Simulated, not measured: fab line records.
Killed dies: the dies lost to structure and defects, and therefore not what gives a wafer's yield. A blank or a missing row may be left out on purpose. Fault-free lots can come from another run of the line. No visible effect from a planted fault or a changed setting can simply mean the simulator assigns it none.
Which tool did it? -- flow rit_cmos -- Sampling: 14 lots, 42 wafers, 4 of 202 route steps

== WHAT THE GAUGES SHOWED, per wafer ==
RIT_NRETRO_TW_MEAS_10. Usual: NRETRO_TW 1054, standard deviation 14.
lot,measured,on,NRETRO_TW,flag
L122,day 2 08:59,film_metro-01,1070 1070 1072,
L123,day 2 16:20,film_metro-03,1035 1028 1034,
L124,day 2 17:45,film_metro-02,1057 1054 1057,
L125,day 3 02:55,film_metro-02,1057 1061 1062,
L126,day 3 07:47,film_metro-03,1042 1042 1046,
L131,day 4 05:25,film_metro-01,1066 1060 1064,
L135,day 5 01:29,film_metro-03,1042 1041 1042,
L136,day 5 05:59,film_metro-02,1060 1056 1056,
L137,day 5 11:50,film_metro-02,1060 1056 1055,
L138,day 5 16:05,film_metro-03,1045 1043 1040,
L139,day 5 19:58,film_metro-03,1045 1047 1039,
L140,day 6 00:29,film_metro-01,1080 1075 1079,
L142,day 6 11:21,film_metro-01,1073 1077 1069,
L144,day 6 22:59,film_metro-01,1071 1069 1078,

RIT_CONTACT_CD_MEAS_08: target cd 1000 nm. Usual: cd_nm reads 1000.5 nm (standard deviation 2.3).
lot,measured,on,cd_nm (nm),flag
L122,day 3 14:16,cd_sem-02,1002.1 1001.1 1000.5,
L123,day 3 16:17,cd_sem-01,1000.5 1002.0 1000.4,
L124,day 3 16:04,cd_sem-02,997.7 997.0 998.0,
L125,day 4 01:25,cd_sem-02,996.6 996.5 998.9,
L126,day 4 06:47,cd_sem-02,1001.7 999.9 999.7,
L131,day 5 06:02,cd_sem-02,998.1 1000.6 1000.6,
L135,day 6 01:11,cd_sem-02,1001.4 1001.5 999.7,
L136,day 6 04:58,cd_sem-02,1003.0 1003.4 1004.6,
L137,day 6 12:53,cd_sem-01,1004.1 1003.9 1004.7,
L138,day 6 14:37,cd_sem-01,1001.4 1001.5 1001.9,
L139,day 6 19:37,cd_sem-02,1003.7 1002.3 1005.4,
L140,day 7 01:26,cd_sem-02,998.8 997.3 998.9,
L142,day 7 10:26,cd_sem-01,997.5 998.0 998.7,
L144,day 7 23:52,cd_sem-01,999.0 1000.5 1001.5,

== WHAT TOOL EACH LOT RAN ON (gives the tool, then ch and the chambers of the sampled wafers, and finally the start) ==
lot,RIT_NWELL_COAT_01,RIT_SILICIDE_RTA_06
L122,"litho_track-04 ch 0, day 1 21:04","rtp_anneal-02 ch 0, day 3 12:54"
L123,"litho_track-02 ch 0, day 2 05:51","rtp_anneal-02 ch 0, day 3 15:01"
L124,"litho_track-02 ch 0, day 2 06:28","rtp_anneal-02 ch 0, day 3 14:55"
L125,"litho_track-03 ch 0, day 2 16:55","rtp_anneal-01 ch 0, day 4 00:16"
L126,"litho_track-02 ch 0, day 2 20:04","rtp_anneal-02 ch 0, day 4 05:38"
L131,"litho_track-03 ch 0, day 3 18:09","rtp_anneal-01 ch 0, day 5 04:53"
L135,"litho_track-03 ch 0, day 4 13:49","rtp_anneal-01 ch 0, day 5 23:54"
L136,"litho_track-03 ch 0, day 4 19:42","rtp_anneal-02 ch 0, day 6 03:47"
L137,"litho_track-04 ch 0, day 5 01:52","rtp_anneal-01 ch 0, day 6 11:37"
L138,"litho_track-02 ch 0, day 5 05:07","rtp_anneal-02 ch 0, day 6 13:28"
L139,"litho_track-02 ch 0, day 5 09:03","rtp_anneal-01 ch 0, day 6 18:28"
L140,"litho_track-04 ch 0, day 5 14:15","rtp_anneal-02 ch 0, day 7 00:10"
L142,"litho_track-04 ch 0, day 6 00:33","rtp_anneal-02 ch 0, day 7 09:17"
L144,"litho_track-04 ch 0, day 6 11:41","rtp_anneal-02 ch 0, day 7 22:43"
- RIT_NWELL_COAT_01: resist thk 1300 nm.
- RIT_SILICIDE_RTA_06: time 10 s, ramp up 5 s, ramp down 10 s.

== AS READ BY THE TOOLS THEMSELVES (means over the sampled wafers that have a number; for cases with no such wafer, the mark the record gives instead) ==
RIT_NWELL_COAT_01. Usual: exhaust_pa 45.1 Pa, standard deviation 0.96; spin_speed_rpm 2000.3 rpm, standard deviation 1.1.
lot,tool,exhaust_pa (Pa),spin_speed_rpm (rpm),flag
L122,litho_track-04,44.8,2001.6,
L123,litho_track-02,45.6,2000.4,
L124,litho_track-02,44.0,2000.3,
L125,litho_track-03,45.3,2000.5,
L126,litho_track-02,44.6,1999.9,
L131,litho_track-03,44.8,2000.7,
L135,litho_track-03,45.0,1438.7,OFF
L136,litho_track-03,45.4,1439.7,OFF
L137,litho_track-04,44.3,1999.4,
L138,litho_track-02,46.5,1999.8,
L139,litho_track-02,44.9,2000.0,
L140,litho_track-04,45.3,2000.7,
L142,litho_track-04,46.2,2001.3,
L144,litho_track-04,44.6,2000.0,

RIT_SILICIDE_RTA_06. Usual: chamber_o2_ppm 2.000, standard deviation 0.022; wafer_temp_C_max 754.4, standard deviation 0.88.
lot,tool,chamber_o2_ppm,wafer_temp_C_max,flag
L122,rtp_anneal-02,2.029,753.5,
L123,rtp_anneal-02,2.015,754.6,
L124,rtp_anneal-02,1.983,754.1,
L125,rtp_anneal-01,2.019,754.8,
L126,rtp_anneal-02,2.038,754.4,
L131,rtp_anneal-01,2.000,754.3,
L135,rtp_anneal-01,2.022,754.7,
L136,rtp_anneal-02,1.978,754.2,
L137,rtp_anneal-01,1.981,753.7,
L138,rtp_anneal-02,1.986,753.4,
L139,rtp_anneal-01,2.023,754.1,
L140,rtp_anneal-02,2.013,754.3,
L142,rtp_anneal-02,2.014,755.2,
L144,rtp_anneal-02,2.008,754.9,

== THE ANSWER, worked out from the rows above alone ==
Rule: lot off if the mean of its wafers having a number is beyond 3 standard deviations from the usual mean. Also off: a lot with no number at a reading for which 4 or more lots have one. All remaining lots with rows at the step are treated as sound. The gauges are gone through in route order, then the tools' own readings, and for those a lot's mean is taken as printed above. The first step at which some lot is off is used, and at that step the reading that is off furthest; a lot without a number counts as furthest.
Off at RIT_NWELL_COAT_01 (spin_speed_rpm): L135, L136.
If a tool, at that step or one of the process steps before it, ran each lot that is off and ran no sound lot following the first of them, it fits. One fits: litho_track-03 at RIT_NWELL_COAT_01. A fault onset in the window from L131 (day 3 18:09, its last sound lot) to L135 (day 4 13:49, its first lot off) fits.
The tool's own readings at RIT_NWELL_COAT_01 bear it out: on the lots that are off they differ by more than 5 times the standard deviation of the sound lots' means. spin_speed_rpm reads 1439.2 rpm there against 2000.4 rpm on the sound lots.

== WHAT THE SIMULATOR HAD INSERTED ==
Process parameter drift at RIT_NWELL_COAT_01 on litho_track-03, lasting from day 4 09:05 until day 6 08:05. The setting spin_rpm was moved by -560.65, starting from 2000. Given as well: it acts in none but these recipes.
Lots struck among those shown: L135, L136. The rule above found the same.
